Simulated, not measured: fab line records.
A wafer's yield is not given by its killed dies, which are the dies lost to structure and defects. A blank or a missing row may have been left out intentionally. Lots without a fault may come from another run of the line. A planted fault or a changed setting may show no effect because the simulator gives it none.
A lot that was struck, set against a sound lot	flow berkeley-cmos170	14 steps out of a route of 331
Sound: the wafers L446.1, L446.4, L446.5. Wafers struck: L460.1, L460.3, L460.6. The cause is named last.
For every step that has rows: the tool of each side, followed by ch and its chambers, followed by its first start. Under that, the readings that differ: sound wafers	struck wafers	difference of the means	sigmas: that difference in standard deviations of wafers without a fault.
alike: words and numbers the same on both sides, and readings whose means are apart by under 2 such deviations; not compared: readings that were withheld, readings missing a value for some wafer, numbers with overlapping values and no deviation given by the record, and bounds like >300 which may hide the same value.
Wherever a step has rows on one side only, a row that says differs or no value, or a row with sigmas, the two part there. When numbers do not overlap yet have no deviation, they are printed without sigmas and do not part them. Lack of a reading on every wafer of one side parts them only where that side has two or more wafers.

first, 4 steps without rows for these wafers: UCB170_WELLDRIVE_WET_ETCH_04 (etches SiO2 in BOE, time 120 s); UCB170_ACTIVE_CLEAN_00 (cleans in SPM, time 600 s); UCB170_ACTIVE_CLEAN_01 (cleans in dHF, time 60 s); UCB170_ACTIVE_OXIDATION_02 (target thk 26.4 nm, ox time 1260 s).
UCB170_ACTIVE_THK_MEAS_03:
  sound: film-metro-02 at day 4 19:20; struck: film-metro-01 at day 7 11:28
reading	sound	struck	difference	sigmas
ACTIVE_OXIDE_THK (nm)	26.7 27.0 27.1	26.0 25.8 26.0	-1.0	-2
then, 2 steps without rows for these wafers: UCB170_ACTIVE_ANNEAL_04 (time 900 s); UCB170_ACTIVE_CVD_05 (deposits Si3N4 from SiH2Cl2/NH3, target thk 220 nm, time 3300 s).
UCB170_ACTIVE_THK_MEAS_06:
  sound: film-metro-03 at day 5 03:29; struck: film-metro-01 at day 7 21:17
  alike: ACTIVE_NITRIDE_THK
then, 4 steps without rows for these wafers: UCB170_ACTIVE_HMDS_07 (prime time 60 s); UCB170_ACTIVE_COAT_08 (resist thk 900 nm); UCB170_ACTIVE_SOFTBAKE_09 (time 60 s); UCB170_ACTIVE_EXPOSE_10 (exposes mask ACTIVE, target cd 1200 nm).
UCB170_ACTIVE_PEB_11:
  sound on litho-track-01 ch 0, day 5 04:48; struck on litho-track-01, day 7 22:26
  no value came back on the struck wafers for chill-plate-temp-C (C), exhaust-pa (Pa), plate-temp-C (C); on the sound wafers chill-plate-temp-C (C) reads 22.99 23.09 22.95
then, 1 step without rows for these wafers: UCB170_ACTIVE_DEVELOP_12 (develop time 45 s).

WHERE THEY PART
Earliest at UCB170_ACTIVE_THK_MEAS_03; latest, in this record, at UCB170_ACTIVE_PEB_11.

WHY: what had been put in by the simulator
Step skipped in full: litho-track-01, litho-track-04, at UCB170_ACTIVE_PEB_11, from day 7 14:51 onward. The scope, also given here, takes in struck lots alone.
